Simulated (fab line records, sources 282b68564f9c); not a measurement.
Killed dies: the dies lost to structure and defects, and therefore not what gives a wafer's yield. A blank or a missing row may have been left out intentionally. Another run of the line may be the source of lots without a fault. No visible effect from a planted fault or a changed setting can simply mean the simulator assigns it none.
fab line records | flow rit_cmos
record: lots: 6 | wafers: 18 | last_day: 7
route steps=202 shown ACTIVE@1 FOX1@20 FOX2@23 M1@202
lots that met no fault: from a run of the same line without faults
start_h: hours from the record's opening day to when the first of the lot's shown wafers began | wait_h: hours since the lot's step before | " repeats the value in the row above | L1.1+2: one row covering several wafers at once | - no value present, or no start provided | * or withheld: withheld | < > ~ a bound
route shown NAME@n: a module of which the file shows steps, and the number in the route of the first | usual: average and standard deviation across the fault-free wafers | same: alike in all rows | chamber/n: place in a boat | sites: each site's reading | _std_site: the values' standard deviation | _edge_site: mean of outer sites minus mean of inner sites | radius_mm: for every site, how far away it sits from the centre of the wafer | mask NAME#n: copy n | behind: tool/chamber where the wafer was last shaped | hold: why the lot went on hold/how many hours it stayed there/how the hold came to an end | device: which transistor (n, p or np) failed to switch | end of line: the same wafers' tests at the end of the route | a step with no rows: only its recipe | killed: at the first sort, the dies lost to defects and structure; wafer yield is something else | map: per-die view of a wafer (x killed, . not killed, _ where there is no die)
set.NAME: the setting the step ran with; set.NAME@STEP: the setting that earlier step ran with | model.NAME: the simulator's own value behind a step, which no gauge read
certain route steps with their lots: each step a table, each wafer a row
services: a tool's chamber out of use, with start hour (start_h, from the record's first day; less than 0 if before it), hours out, and reason
== steps ==
step: RIT_ACTIVE_BOW_MEAS_00
recipe: mode: bow
usual: INCOMING_BOW: 0/6
lot.wafer | tool          | chamber | start_h | wait_h | INCOMING_BOW[um]
L398.3    | film_metro-02 | -       | 30.04   | -      | -3
L398.4    | "             | -       | "       | "      | -7
L398.5    | "             | -       | "       | "      | -13
L404.1    | film_metro-02 | -       | 60.00   | -      | -1
L404.2    | "             | -       | "       | "      | 5
L404.6    | "             | -       | "       | "      | -6
L408.2    | film_metro-03 | -       | 80.02   | -      | -9
L408.4    | "             | -       | "       | "      | -2
L408.6    | "             | -       | "       | "      | 6
L409.2    | film_metro-02 | -       | 85.02   | -      | -11
L409.4    | "             | -       | "       | "      | 3
L409.6    | "             | -       | "       | "      | -4
L414.2    | film_metro-01 | -       | 110.02  | -      | 2
L414.4    | "             | -       | "       | "      | 0
L414.6    | "             | -       | "       | "      | -1
L417.2    | film_metro-03 | -       | 125.02  | -      | -7
L417.3    | "             | -       | "       | "      | -3
L417.5    | "             | -       | "       | "      | 5
step: RIT_ACTIVE_OXIDATION_01
recipe: temp_c: 1000 | ambient: O2 | target_thk_a: 468 | ox_time_s: 3360
usual: tube_center_temp_C: 1000/0.088 | zone_power_centre_pct: 49/4.2 | zone_power_load_pct: 35/3.4
lot.wafer | tool       | chamber | start_h | wait_h | tube_center_temp_C | zone_power_centre_pct | zone_power_load_pct | model.SiO2_of_ACTIVE_OXIDATION_01.thk_nm
L398.3    | furnace-03 | 0       | 32.49   | 2.4    | 1000               | 55                    | 39                  | 46.31
L398.4    | "          | 0       | "       | "      | 1000               | 54                    | 39                  | 46.77
L398.5    | "          | 0       | "       | "      | 999.85             | 54                    | 40                  | 46.11
L404.1    | furnace-04 | 0       | 66.33   | 6.3    | 1000               | 45                    | 33                  | 46.56
L404.2    | "          | 0       | "       | "      | 1000               | 45                    | 33                  | 46.7
L404.6    | "          | 0       | "       | "      | 999.92             | 45                    | 33                  | 46.19
L408.2    | furnace-03 | 0       | 83.94   | 3.9    | 1000               | 54                    | 39                  | 50.38
L408.4    | "          | 0       | "       | "      | 999.95             | 55                    | 40                  | 51.53
L408.6    | "          | 0       | "       | "      | 999.99             | 54                    | 39                  | 50.79
L409.2    | furnace-03 | 0       | 89.74   | 4.7    | 1000               | 56                    | 39                  | 49.72
L409.4    | "          | 0       | "       | "      | 1000               | 54                    | 40                  | 50.38
L409.6    | "          | 0       | "       | "      | 999.96             | 54                    | 39                  | 50.16
L414.2    | furnace-04 | 0       | 110.66  | 0.6    | 1000.1             | 44                    | 33                  | 46.99
L414.4    | "          | 0       | "       | "      | 999.95             | 45                    | 33                  | 46.98
L414.6    | "          | 0       | "       | "      | 999.93             | 44                    | 33                  | 46.95
L417.2    | furnace-04 | 0       | 125.45  | 0.4    | 1000               | 45                    | 33                  | 45.75
L417.3    | "          | 0       | "       | "      | 1000.1             | 44                    | 33                  | 46.18
L417.5    | "          | 0       | "       | "      | 1000.1             | 45                    | 33                  | 46.27
step: RIT_ACTIVE_THK_MEAS_02
recipe: reads: SiO2_of_ACTIVE_OXIDATION_01
usual: ACTIVE_OXIDE_THK: 46.6/0.88
lot.wafer | tool          | chamber | start_h | wait_h | ACTIVE_OXIDE_THK[nm]
L398.3    | film_metro-01 | -       | 34.44   | 0.0    | 46.3
L398.4    | "             | -       | "       | "      | 46.8
L398.5    | "             | -       | "       | "      | 46.2
L404.1    | film_metro-02 | -       | 68.26   | 0.0    | 46.6
L404.2    | "             | -       | "       | "      | 46.8
L404.6    | "             | -       | "       | "      | 46.2
L408.2    | film_metro-01 | -       | 85.88   | 0.0    | 50.4
L408.4    | "             | -       | "       | "      | 51.5
L408.6    | "             | -       | "       | "      | 50.9
L409.2    | film_metro-02 | -       | 91.68   | 0.0    | 49.7
L409.4    | "             | -       | "       | "      | 50.4
L409.6    | "             | -       | "       | "      | 50.1
L414.2    | film_metro-02 | -       | 112.61  | 0.0    | 46.9
L414.4    | "             | -       | "       | "      | 47.0
L414.6    | "             | -       | "       | "      | 46.9
L417.2    | film_metro-02 | -       | 127.39  | 0.0    | 45.7
L417.3    | "             | -       | "       | "      | 46.1
L417.5    | "             | -       | "       | "      | 46.3
step: RIT_ACTIVE_CVD_03
recipe: material: Si3N4 | target_thk_nm: 150 | temp_c: 810 | precursor: SiH2Cl2/NH3 | time_s: 1500 | pressure_mtorr: 300 | sih2cl2_flow_sccm: 60 | nh3_flow_sccm: 150
step: RIT_ACTIVE_THK_MEAS_04
recipe: reads: Si3N4_of_ACTIVE_CVD_03
usual: ACTIVE_NITRIDE_THK: 150.4/1.4
lot.wafer | tool          | chamber | start_h | wait_h | ACTIVE_NITRIDE_THK[nm]
L398.3    | film_metro-01 | -       | 35.92   | 0.0    | 152.5
L398.4    | "             | -       | "       | "      | 152.0
L398.5    | "             | -       | "       | "      | 151.7
L404.1    | film_metro-01 | -       | 69.74   | 0.0    | 150.7
L404.2    | "             | -       | "       | "      | 150.4
L404.6    | "             | -       | "       | "      | 151.9
L408.2    | film_metro-01 | -       | 87.36   | 0.0    | 152.2
L408.4    | "             | -       | "       | "      | 151.7
L408.6    | "             | -       | "       | "      | 151.9
L409.2    | film_metro-02 | -       | 93.16   | 0.0    | 151.5
L409.4    | "             | -       | "       | "      | 152.1
L409.6    | "             | -       | "       | "      | 151.2
L414.2    | film_metro-02 | -       | 114.81  | 0.0    | 151.3
L414.4    | "             | -       | "       | "      | 151.5
L414.6    | "             | -       | "       | "      | 152.2
L417.2    | film_metro-01 | -       | 129.47  | 0.0    | 150.6
L417.3    | "             | -       | "       | "      | 151.1
L417.5    | "             | -       | "       | "      | 152.9
step: RIT_ACTIVE_HMDS_05
recipe: prime_time_s: 60 | prime_temp_c: 140
step: RIT_ACTIVE_COAT_06
recipe: resist: NOVOLAK | spin_rpm: 3250 | resist_thk_nm: 1000
step: RIT_ACTIVE_SOFTBAKE_07
recipe: resist: NOVOLAK | temp_c: 90 | time_s: 60
step: RIT_ACTIVE_EXPOSE_08
recipe: mask_id: M1 | na: 0.6 | source_shape: conventional | sigma_outer: 0.6 | target_cd_nm: 1400 | dose_mj: 225
step: RIT_ACTIVE_PEB_09
recipe: resist: NOVOLAK | temp_c: withheld | time_s: withheld
step: RIT_ACTIVE_DEVELOP_10
recipe: resist: NOVOLAK | develop_time_s: 50 | dev_temp_c: 23
step: RIT_ACTIVE_CD_MEAS_11
recipe: target_cd_nm: 1400
usual: cd_nm: 1400.2/2.4
lot.wafer | tool      | chamber | start_h | wait_h | cd_nm
L398.3    | cd_sem-02 | -       | 36.97   | -      | 1401.2
L398.4    | "         | -       | "       | "      | 1399.8
L398.5    | "         | -       | "       | "      | 1399.9
L404.1    | cd_sem-01 | -       | 70.89   | -      | 1402.1
L404.2    | "         | -       | "       | "      | 1401.4
L404.6    | "         | -       | "       | "      | 1402.1
L408.2    | cd_sem-02 | -       | 88.41   | -      | 1404.0
L408.4    | "         | -       | "       | "      | 1402.6
L408.6    | "         | -       | "       | "      | 1403.8
L409.2    | cd_sem-02 | -       | 94.08   | -      | 1400.0
L409.4    | "         | -       | "       | "      | 1398.9
L409.6    | "         | -       | "       | "      | 1401.1
L414.2    | cd_sem-02 | -       | 116.19  | -      | 1397.2
L414.4    | "         | -       | "       | "      | 1400.7
L414.6    | "         | -       | "       | "      | 1398.8
L417.2    | cd_sem-02 | -       | 130.41  | -      | 1400.8
L417.3    | "         | -       | "       | "      | 1400.1
L417.5    | "         | -       | "       | "      | 1399.0
step: RIT_ACTIVE_HARDBAKE_12
recipe: resist: NOVOLAK | temp_c: 140 | time_s: 60
step: RIT_ACTIVE_ETCH_13
recipe: stop_on: SiO2 | chemistry: SF6 | target: Si3N4 | time_s: 210 | over_etch_frac: 0.4 | SF6_flow_sccm: 200 | pressure_mtorr: 260 | rf_w: 125 | target_depth_a: 2100
usual: drypump_motor_current_A: 5.8/0.56 | oes_product_au: 0.822/0.018 | throttle_valve_pct: 7.54/0.13
lot.wafer | tool        | chamber | start_h | wait_h | drypump_motor_current_A | oes_product_au | rf_hours_counter_h | throttle_valve_pct
L398.3    | rie_diel-04 | 2       | 37.20   | 0.1    | 6.0                     | 0.825          | 91                 | 7.58
L398.4    | "           | 2       | "       | "      | 6.0                     | 0.826          | -                  | 7.58
L398.5    | "           | 0       | "       | "      | 6.3                     | 0.834          | -                  | 7.74
L404.1    | rie_diel-03 | 1       | 71.16   | 0.1    | 5.6                     | 0.809          | 99                 | 7.69
L404.2    | "           | 0       | "       | "      | 5.1                     | 0.805          | 90                 | 7.50
L404.6    | "           | 1       | "       | "      | 5.6                     | 0.820          | -                  | 7.66
L408.2    | rie_diel-02 | 2       | 88.66   | 0.1    | 6.1                     | 0.847          | 34                 | 7.39
L408.4    | "           | 1       | "       | "      | 5.2                     | 0.821          | 120                | 7.59
L408.6    | "           | 0       | "       | "      | 5.8                     | 0.852          | -                  | 7.30
L409.2    | rie_diel-02 | 2       | 94.36   | 0.1    | 6.1                     | 0.842          | 34                 | 7.40
L409.4    | "           | 3       | "       | "      | 6.7                     | 0.832          | 132                | 7.60
L409.6    | "           | 2       | "       | "      | 6.1                     | 0.848          | -                  | 7.38
L414.2    | rie_diel-02 | 0       | 116.68  | 0.1    | 5.7                     | 0.852          | 5                  | 7.31
L414.4    | "           | 3       | "       | "      | 6.7                     | 0.832          | 133                | 7.61
L414.6    | "           | 0       | "       | "      | 5.7                     | 0.856          | -                  | 7.32
L417.2    | rie_diel-04 | 3       | 130.66  | 0.1    | 5.8                     | 0.803          | 129                | 7.58
L417.3    | "           | 2       | "       | "      | 6.0                     | 0.830          | 93                 | 7.58
L417.5    | "           | 1       | "       | "      | 5.6                     | 0.817          | -                  | 7.51
step: RIT_ACTIVE_STRIP_14
recipe: chemistry: O2 | time_s: 180 | resist: NOVOLAK | platen_temp_c: withheld | power_w: 500 | pressure_mtorr: 4000 | o2_flow_sccm: 4000
usual: drypump_motor_current_A: 5.6/0.51 | o2_flow_sccm: 4000/12
lot.wafer | tool            | chamber | start_h | wait_h | drypump_motor_current_A | o2_flow_sccm | rf_hours_counter_h
L398.3    | plasma_asher-03 | 1       | 37.39   | 0.1    | 4.7                     | 4001         | -
L398.4    | "               | 0       | "       | "      | 5.7                     | 4013         | -
L398.5    | "               | 1       | "       | "      | 4.7                     | 4003         | -
L404.1    | plasma_asher-02 | 0       | 71.30   | 0.1    | 5.7                     | 4009         | 42
L404.2    | "               | 1       | "       | "      | 6.4                     | 4008         | 42
L404.6    | "               | 0       | "       | "      | 5.7                     | 4016         | -
L408.2    | plasma_asher-01 | 1       | 88.79   | 0.1    | 5.7                     | 4005         | 24
L408.4    | "               | 0       | "       | "      | 6.0                     | 4001         | -
L408.6    | "               | 0       | "       | "      | 6.0                     | 4018         | -
L409.2    | plasma_asher-03 | 0       | 94.50   | 0.1    | 5.7                     | 4023         | 43
L409.4    | "               | 0       | "       | "      | 5.7                     | 4006         | -
L409.6    | "               | 1       | "       | "      | 4.7                     | 4001         | -
L414.2    | plasma_asher-01 | 1       | 116.81  | 0.1    | 5.7                     | 3997         | 27
L414.4    | "               | 0       | "       | "      | 6.0                     | 4008         | -
L414.6    | "               | 0       | "       | "      | 6.0                     | 4005         | -
L417.2    | plasma_asher-03 | 0       | 130.80  | 0.1    | 5.7                     | 4001         | 2
L417.3    | "               | 1       | "       | "      | 4.7                     | 3996         | -
L417.5    | "               | 1       | "       | "      | 4.7                     | 3988         | -
step: RIT_ACTIVE_CD_MEAS_90
recipe: target_cd_nm: 1400
usual: cd_nm: 1400.2/2.4
lot.wafer | tool      | chamber | start_h | wait_h | cd_nm
L398.3    | cd_sem-02 | -       | 37.55   | 0.1    | 1400.7
L398.4    | "         | -       | "       | "      | 1400.3
L398.5    | "         | -       | "       | "      | 1400.1
L404.1    | cd_sem-02 | -       | 71.47   | 0.1    | 1402.5
L404.2    | "         | -       | "       | "      | 1401.5
L404.6    | "         | -       | "       | "      | 1402.0
L408.2    | cd_sem-01 | -       | 88.98   | 0.1    | 1404.0
L408.4    | "         | -       | "       | "      | 1403.1
L408.6    | "         | -       | "       | "      | 1404.1
L409.2    | cd_sem-01 | -       | 94.69   | 0.1    | 1400.3
L409.4    | "         | -       | "       | "      | 1398.7
L409.6    | "         | -       | "       | "      | 1401.3
L414.2    | cd_sem-02 | -       | 117.01  | 0.1    | 1397.6
L414.4    | "         | -       | "       | "      | 1400.7
L414.6    | "         | -       | "       | "      | 1398.6
L417.2    | cd_sem-02 | -       | 130.99  | 0.1    | 1400.8
L417.3    | "         | -       | "       | "      | 1399.8
L417.5    | "         | -       | "       | "      | 1398.8
step: RIT_ACTIVE_CLEAN_15
recipe: chemistry: SC1 | mix: 3:3:50 | time_s: 600 | temp_c: 75
step: RIT_ACTIVE_CLEAN_16
recipe: chemistry: dHF | dilution: 50:1 | time_s: 30
step: RIT_ACTIVE_CLEAN_17
recipe: chemistry: SC2 | mix: 3:3:50 | time_s: 600 | temp_c: 75 | dry: n2_spin
step: RIT_FOX1_OXIDATION_00
recipe: temp_c: 1100 | ambient: H2O | target_thk_a: 3507 | p_h2o_torr: 720 | ox_time_s: 1130
step: RIT_FOX1_THK_MEAS_01
recipe: reads: SiO2_of_FOX1_OXIDATION_00
usual: FOX1_OXIDE_THK: 351/5.3
lot.wafer | tool          | chamber | start_h | wait_h | FOX1_OXIDE_THK[nm]
L398.3    | film_metro-02 | -       | 40.82   | 0.0    | 361
L398.4    | "             | -       | "       | "      | 354
L398.5    | "             | -       | "       | "      | 358
L404.1    | film_metro-02 | -       | 78.56   | 0.0    | 357
L404.2    | "             | -       | "       | "      | 358
L404.6    | "             | -       | "       | "      | 358
L408.2    | film_metro-02 | -       | 94.31   | 0.0    | 354
L408.4    | "             | -       | "       | "      | 352
L408.6    | "             | -       | "       | "      | 351
L409.2    | film_metro-04 | -       | 98.01   | 0.0    | 355
L409.4    | "             | -       | "       | "      | 361
L409.6    | "             | -       | "       | "      | 356
L414.2    | film_metro-01 | -       | 119.34  | 0.0    | 356
L414.4    | "             | -       | "       | "      | 350
L414.6    | "             | -       | "       | "      | 352
L417.2    | film_metro-01 | -       | 133.03  | 0.0    | 356
L417.3    | "             | -       | "       | "      | 351
L417.5    | "             | -       | "       | "      | 354
step: RIT_FOX1_WET_ETCH_02
recipe: chemistry: BOE | target_depth_nm: 350 | time_s: 390 | temp_c: 21.5 | dry: n2_spin | dilution: 10:1 | target: SiO2
step: RIT_FOX2_OXIDATION_00
recipe: temp_c: 1100 | ambient: H2O | target_thk_a: 3507 | p_h2o_torr: 720 | ox_time_s: 1130
step: RIT_FOX2_THK_MEAS_01
recipe: reads: SiO2_of_FOX2_OXIDATION_00
usual: FOX2_OXIDE_THK: 352/5.5
lot.wafer | tool          | chamber | start_h | wait_h | FOX2_OXIDE_THK[nm]
L398.3    | film_metro-03 | -       | 43.87   | 0.0    | 353
L398.4    | "             | -       | "       | "      | 349
L398.5    | "             | -       | "       | "      | 353
L404.1    | film_metro-02 | -       | 80.10   | 0.0    | 355
L404.2    | "             | -       | "       | "      | 356
L404.6    | "             | -       | "       | "      | 353
L408.2    | film_metro-02 | -       | 96.70   | 0.0    | 359
L408.4    | "             | -       | "       | "      | 356
L408.6    | "             | -       | "       | "      | 353
L409.2    | film_metro-03 | -       | 100.40  | 0.0    | 358
L409.4    | "             | -       | "       | "      | 356
L409.6    | "             | -       | "       | "      | 358
L414.2    | film_metro-02 | -       | 120.83  | 0.0    | 345
L414.4    | "             | -       | "       | "      | 347
L414.6    | "             | -       | "       | "      | 346
L417.2    | film_metro-04 | -       | 134.52  | 0.0    | 347
L417.3    | "             | -       | "       | "      | 351
L417.5    | "             | -       | "       | "      | 352
step: RIT_FOX2_CLEAN_02
recipe: chemistry: dHF | dilution: 50:1 | time_s: 180
step: RIT_FOX2_WET_ETCH_03
recipe: chemistry: H3PO4 | target: Si3N4 | target_depth_nm: 195 | temp_c: 165 | time_s: 2700
lot.wafer | tool         | chamber | start_h | wait_h | model.SiO2_of_ACTIVE_OXIDATION_01.thk_nm
L398.3    | wet_bench-01 | 2       | 43.97   | 0.0    | 41.35
L398.4    | "            | 2       | "       | "      | 41.75
L398.5    | "            | 2       | "       | "      | 40.91
L404.1    | wet_bench-02 | 1       | 80.22   | 0.0    | 41.4
L404.2    | "            | 1       | "       | "      | 41.5
L404.6    | "            | 1       | "       | "      | 41.07
L408.2    | wet_bench-02 | 0       | 96.81   | 0.0    | 44.66
L408.4    | "            | 0       | "       | "      | 45.79
L408.6    | "            | 0       | "       | "      | 45.15
L409.2    | wet_bench-02 | 3       | 100.51  | 0.0    | 44.16
L409.4    | "            | 3       | "       | "      | 43.85
L409.6    | "            | 3       | "       | "      | 44.52
L414.2    | wet_bench-01 | 2       | 120.94  | 0.0    | 41.75
L414.4    | "            | 2       | "       | "      | 40.74
L414.6    | "            | 2       | "       | "      | 41.73
L417.2    | wet_bench-02 | 2       | 134.63  | 0.0    | 37.79
L417.3    | "            | 2       | "       | "      | 40.89
L417.5    | "            | 2       | "       | "      | 40.79
step: RIT_FOX2_THK_MEAS_90
recipe: reads: SiO2_of_FOX2_OXIDATION_00
usual: FIELD_OXIDE_LEFT_1_THK: 325/5.6
lot.wafer | tool          | chamber | start_h | wait_h | FIELD_OXIDE_LEFT_1_THK[nm]
L398.3    | film_metro-02 | -       | 44.75   | 0.0    | 326
L398.4    | "             | -       | "       | "      | 321
L398.5    | "             | -       | "       | "      | 326
L404.1    | film_metro-02 | -       | 80.98   | 0.0    | 328
L404.2    | "             | -       | "       | "      | 329
L404.6    | "             | -       | "       | "      | 325
L408.2    | film_metro-04 | -       | 98.34   | 0.0    | 331
L408.4    | "             | -       | "       | "      | 328
L408.6    | "             | -       | "       | "      | 326
L409.2    | film_metro-04 | -       | 101.28  | 0.0    | 331
L409.4    | "             | -       | "       | "      | 329
L409.6    | "             | -       | "       | "      | 331
L414.2    | film_metro-04 | -       | 121.71  | 0.0    | 318
L414.4    | "             | -       | "       | "      | 319
L414.6    | "             | -       | "       | "      | 318
L417.2    | film_metro-04 | -       | 135.54  | 0.0    | 319
L417.3    | "             | -       | "       | "      | 324
L417.5    | "             | -       | "       | "      | 324
step: RIT_M1_PROBE_99
usual: killed_at_contacts: 0.1/0.23 | killed_at_front_end: 6.7/2.9 | killed_dies: 6.8/2.9 | killed_on_rim: 1.9/1.4 | killed_open: 3.5/2.1 | killed_short: 3.2/1.9
same: gross_dies: 264 | killed_at_M0_to_M3: 0 | killed_at_M4_up: 0 | killed_at_back_side: 0 | killed_at_other: 0
lot.wafer | tool      | chamber | start_h | wait_h | killed_at_contacts | killed_at_front_end | killed_dies | killed_on_rim | killed_open | killed_short
L404.1    | prober-02 | -       | 130.45  | 0.1    | 1                  | 7                   | 8           | 5             | 3           | 5
L404.2    | prober-02 | -       | 130.50  | 0.1    | 0                  | 5                   | 5           | 1             | 5           | 0
L404.6    | prober-02 | -       | 130.70  | 0.2    | 0                  | 9                   | 9           | 1             | 1           | 8
L408.2    | prober-01 | -       | 143.23  | 0.1    | 0                  | 5                   | 5           | 5             | 3           | 2
L408.4    | prober-01 | -       | 143.33  | 0.2    | 0                  | 4                   | 4           | 2             | 0           | 4
L408.6    | prober-01 | -       | 143.43  | 0.2    | 0                  | 5                   | 5           | 1             | 3           | 2
L409.2    | prober-02 | -       | 144.73  | 0.1    | 0                  | 11                  | 11          | 1             | 6           | 5
L409.4    | prober-02 | -       | 144.83  | 0.2    | 0                  | 14                  | 14          | 3             | 8           | 6
L409.6    | prober-02 | -       | 144.93  | 0.2    | 0                  | 7                   | 7           | 0             | 3           | 4
killed by level:class
L404.1 GATE:geometric_particle:short=3 GATE:geometric_particle:open=2 FOX2:geometric_particle:open=1 SPACER:geometric_particle:short=1 CONTACT:geometric_particle:short=1
L404.2 GATE:geometric_particle:open=2 FOX1:geometric_particle:open=1 REOX:geometric_particle:open=1 SILICIDE:geometric_particle:open=1
L404.6 GATE:geometric_particle:short=2 SPACER:geometric_particle:short=2 SILICIDE:geometric_particle:short=2 FOX1:geometric_particle:short=1 REOX:geometric_particle:short=1 SPACER:geometric_particle:open=1
L408.2 FOX1:geometric_particle:short=2 FOX1:geometric_particle:open=2 FOX2:geometric_particle:open=1
L408.4 FOX1:geometric_particle:short=1 GATE:geometric_particle:short=1 REOX:geometric_particle:short=1 SPACER:geometric_particle:short=1
L408.6 FOX2:geometric_particle:short=1 GATE:geometric_particle:open=1 REOX:geometric_particle:open=1 SILICIDE:geometric_particle:open=1 SILICIDE:geometric_particle:short=1
L409.2 GATE:geometric_particle:open=3 FOX1:geometric_particle:open=2 GATE:geometric_particle:short=2 SPACER:geometric_particle:short=2 FOX1:geometric_particle:short=1 FOX2:geometric_particle:open=1
L409.4 FOX1:geometric_particle:short=5 FOX1:geometric_particle:open=4 SPACER:geometric_particle:open=2 FOX2:geometric_particle:open=1 GATE:geometric_particle:short=1 REOX:geometric_particle:open=1
L409.6 REOX:geometric_particle:open=2 SPACER:geometric_particle:short=2 FOX1:geometric_particle:short=1 FOX2:geometric_particle:short=1 GATE:geometric_particle:open=1
== services ==
tool            | chamber | start_h | hours | kind
rie_diel-04     | 0       | 10.76   | 8.2   | repair
furnace-04      | -       | 20.87   | 8.5   | pm
rie_diel-02     | 0       | 22.46   | 7.8   | repair
rie_diel-02     | 1       | 25.84   | 1.4   | repair
furnace-04      | -       | 29.39   | 4.1   | pm
wet_bench-01    | -       | 31.80   | 1.6   | repair
rie_diel-03     | 1       | 36.86   | 8.2   | repair
rie_diel-02     | 2       | 39.93   | 5.0   | repair
rie_diel-03     | 0       | 41.34   | 6.0   | repair
rie_diel-03     | 0       | 50.22   | 8.6   | repair
plasma_asher-01 | -       | 52.31   | 4.0   | repair
furnace-03      | -       | 54.34   | 3.5   | pm
rie_diel-03     | 3       | 61.34   | 6.4   | repair
plasma_asher-01 | -       | 64.14   | 1.0   | repair
rie_diel-03     | -       | 74.32   | 0.6   | repair
furnace-03      | -       | 98.00   | 2.9   | pm
plasma_asher-01 | -       | 98.66   | 2.8   | pm
furnace-03      | -       | 99.99   | 10.3  | repair
rie_diel-03     | 2       | 105.74  | 6.5   | repair
plasma_asher-03 | -       | 108.88  | 9.0   | pm
plasma_asher-03 | 0       | 108.88  | 9.0   | vent_cycle
rie_diel-03     | 2       | 117.10  | 36.1  | repair
rie_diel-02     | 3       | 119.71  | 7.9   | repair
rie_diel-03     | 3       | 127.65  | 10.4  | repair
== key ==
first_sign: step: RIT_ACTIVE_THK_MEAS_02 | reading: ACTIVE_OXIDE_THK | direction: up | sigmas: 4.4 | usual: 46.6 | struck: 50.5
effect none on later readings
model_effect: step: RIT_ACTIVE_OXIDATION_01 | value: SiO2_of_ACTIVE_OXIDATION_01.thk_nm | without: 47.2 | struck: 50.49
model_effect: step: RIT_FOX2_WET_ETCH_03 | value: SiO2_of_ACTIVE_OXIDATION_01.thk_nm | without: 41.75 | struck: 44.69
met_at RIT_ACTIVE_OXIDATION_01
struck_wafers L408.2,L408.4,L408.6,L409.2,L409.4,L409.6
tester_left_out L408,L409
onset_between 32.49 83.94
fault: kind: process_parameter_drift | tool: furnace-03 | chamber: - | onset_h: 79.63 | steps: RIT_ACTIVE_OXIDATION_01 | channel: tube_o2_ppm | offset: 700 | shape: step | end_h: 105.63
tester_left_out: of these lots the tester's yield and bins aren't shown, on N5 and GAA mostly nor the transistor test; their killed dies are dies lost to structure and defects alone, not to doping, threshold or leakage, so they don't give the yield
